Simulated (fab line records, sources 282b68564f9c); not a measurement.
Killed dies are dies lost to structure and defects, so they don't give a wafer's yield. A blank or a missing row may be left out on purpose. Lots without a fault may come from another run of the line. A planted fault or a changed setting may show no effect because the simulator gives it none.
Which tool did it? | flow rit_cmos | 14 lots, 42 wafers sampled, at 4 steps of a route of 202

WHAT THE GAUGES READ, wafer by wafer
RIT_NRETRO_OVL_MEAS_06. Usual: NRETRO_OVL -0.1 nm, standard deviation 1.2.
lot  | measured    | on         | NRETRO_OVL (nm) | flag
L641 | day 2 05:20 | overlay-02 | 0.4 -0.5 -0.3   |
L642 | day 2 12:50 | overlay-02 | -0.9 -1.2 -1.1  |
L643 | day 2 15:53 | overlay-02 | -0.1 0.5 0.4    |
L645 | day 3 01:14 | overlay-02 | 1.0 0.8 -0.3    |
L646 | day 3 05:49 | overlay-02 | -0.8 0.8 -0.8   |
L647 | day 3 12:27 | overlay-02 | -1.2 -1.8 -0.2  |
L648 | day 3 16:14 | overlay-02 | 0.6 0.0 -1.1    |
L650 | day 4 01:58 | overlay-02 | -1.0 -1.8 1.1   |
L652 | day 4 13:38 | overlay-02 | -1.7 -1.1 0.2   |
L654 | day 4 23:02 | overlay-01 | 1.6 1.2 1.4     |
L655 | day 5 04:45 | overlay-01 | -0.5 1.1 0.0    |
L656 | day 5 08:11 | overlay-01 | 0.4 -0.5 1.2    |
L661 | day 6 10:33 | overlay-01 | 3.0 1.3 0.6     |
L664 | day 6 23:55 | overlay-02 | 0.0 1.0 -0.4    |

RIT_NRETRO_TW_MEAS_10. Usual: NRETRO_TW 1041, standard deviation 10.
lot  | measured    | on            | NRETRO_TW      | flag
L641 | day 2 05:58 | film_metro-04 | 1036 1032 1034 |
L642 | day 2 13:28 | film_metro-03 | 1044 1040 1048 |
L643 | day 2 16:29 | film_metro-02 | 1025 1020 1024 |
L645 | day 3 01:51 | film_metro-03 | 1056 1052 1050 |
L646 | day 3 06:26 | film_metro-03 | 1048 1050 1052 |
L647 | day 3 13:04 | film_metro-04 | 1035 1041 1047 |
L648 | day 3 16:50 | film_metro-02 | 1031 1033 1031 |
L650 | day 4 02:34 | film_metro-03 | 1056 1052 1050 |
L652 | day 4 14:15 | film_metro-04 | 1040 1042 1046 |
L654 | day 4 23:40 | film_metro-03 | 1043 1046 1047 |
L655 | day 5 05:22 | film_metro-03 | 1048 1048 1050 |
L656 | day 5 08:48 | film_metro-04 | 1042 1040 1044 |
L661 | day 6 11:10 | film_metro-02 | 1015 1025 1021 |
L664 | day 7 00:32 | film_metro-03 | 1048 1041 1042 |

RIT_GATE_THK_MEAS_09. Usual: GATE_POLY_THK 249.3 nm, standard deviation 2.3.
lot  | measured    | on            | GATE_POLY_THK (nm) | flag
L641 | day 2 11:52 | film_metro-04 | 250.9 249.3 249.3  |
L642 | day 2 18:43 | film_metro-01 | 252.0 251.2 251.0  |
L643 | day 2 21:37 | film_metro-04 | 252.9 252.2 254.9  |
L645 | day 3 07:19 | film_metro-04 | 250.9 250.1 252.1  |
L646 | day 3 12:23 | film_metro-01 | 250.2 250.8 250.1  |
L647 | day 3 18:26 | film_metro-04 | 248.9 245.8 252.0  |
L648 | day 3 22:04 | film_metro-04 | 247.4 247.1 246.7  |
L650 | day 4 08:18 | film_metro-01 | 249.5 249.0 248.3  |
L652 | day 4 19:28 | film_metro-01 | 246.9 246.0 246.0  |
L654 | day 5 04:56 | film_metro-04 | 249.2 249.5 246.3  |
L655 | day 5 10:37 | film_metro-04 | 238.3 238.6 237.9  | OFF
L656 | day 5 16:11 | film_metro-04 | 238.2 238.7 237.4  | OFF
L661 | day 6 16:38 | film_metro-01 | 251.2 253.4 249.2  |
L664 | day 7 05:58 | film_metro-01 | 248.0 248.4 247.9  |

WHICH TOOL RAN EACH LOT (tool, then ch and the chambers of the sampled wafers, then the start)
lot  | RIT_GATE_CVD_08
L641 | lpcvd-02 ch 1, day 2 10:14
L642 | lpcvd-01 ch 0, day 2 17:05
L643 | lpcvd-01 ch 1, day 2 20:00
L645 | lpcvd-01 ch 0, day 3 05:41
L646 | lpcvd-01 ch 0, day 3 10:46
L647 | lpcvd-01 ch 0, day 3 16:49
L648 | lpcvd-02 ch 1, day 3 20:28
L650 | lpcvd-01 ch 0, day 4 06:40
L652 | lpcvd-02 ch 0, day 4 17:51
L654 | lpcvd-02 ch 1, day 5 03:17
L655 | lpcvd-02 ch 0, day 5 09:00
L656 | lpcvd-02 ch 1, day 5 13:46
L661 | lpcvd-01 ch 1, day 6 14:59
L664 | lpcvd-01 ch 1, day 7 04:20
- RIT_GATE_CVD_08: deposits poly-Si from SiH4, target thk 250 nm, time 2220 s.

WHAT THE TOOLS THEMSELVES READ (means of the sampled wafers that have a number; where no wafer has one, the mark that the record gives instead)
RIT_GATE_CVD_08. Usual: spike_tc_centre_C 612.3 C, standard deviation 1.4.
lot  | tool     | spike_tc_centre_C (C) | flag
L641 | lpcvd-02 | 614.4                 |
L642 | lpcvd-01 | 611.2                 |
L643 | lpcvd-01 | 610.2                 |
L645 | lpcvd-01 | 611.0                 |
L646 | lpcvd-01 | 610.8                 |
L647 | lpcvd-01 | 612.3                 |
L648 | lpcvd-02 | 613.2                 |
L650 | lpcvd-01 | 611.1                 |
L652 | lpcvd-02 | 613.0                 |
L654 | lpcvd-02 | 612.9                 |
L655 | lpcvd-02 | 612.3                 |
L656 | lpcvd-02 | 613.1                 |
L661 | lpcvd-01 | 611.3                 |
L664 | lpcvd-01 | 611.0                 |

THE ANSWER, worked out from the rows above alone
Rule: a lot is off if the mean of its wafers that have a number lies more than 3 standard deviations from the usual mean. A lot without any number at a reading at which 4 lots or more have one is off too. The other lots that the step has rows for count as sound. The gauges are gone through in route order, then the tools' own readings, and for those a lot's mean is taken as printed above. The first step at which some lot is off is used, and at that step the reading that is off furthest; a lot without a number counts as furthest.
Off: L655, L656, at RIT_GATE_THK_MEAS_09 (GATE_POLY_THK).
A tool fits if, at a process step before that reading, it ran every lot that is off, and no sound lot after the first of them. The gauges at RIT_GATE_THK_MEAS_09 are tried like those tools. Can't be told from this: 2 tools fit, lpcvd-02 at RIT_GATE_CVD_08, film_metro-04 at RIT_GATE_THK_MEAS_09.

WHAT THE SIMULATOR HAD PUT IN
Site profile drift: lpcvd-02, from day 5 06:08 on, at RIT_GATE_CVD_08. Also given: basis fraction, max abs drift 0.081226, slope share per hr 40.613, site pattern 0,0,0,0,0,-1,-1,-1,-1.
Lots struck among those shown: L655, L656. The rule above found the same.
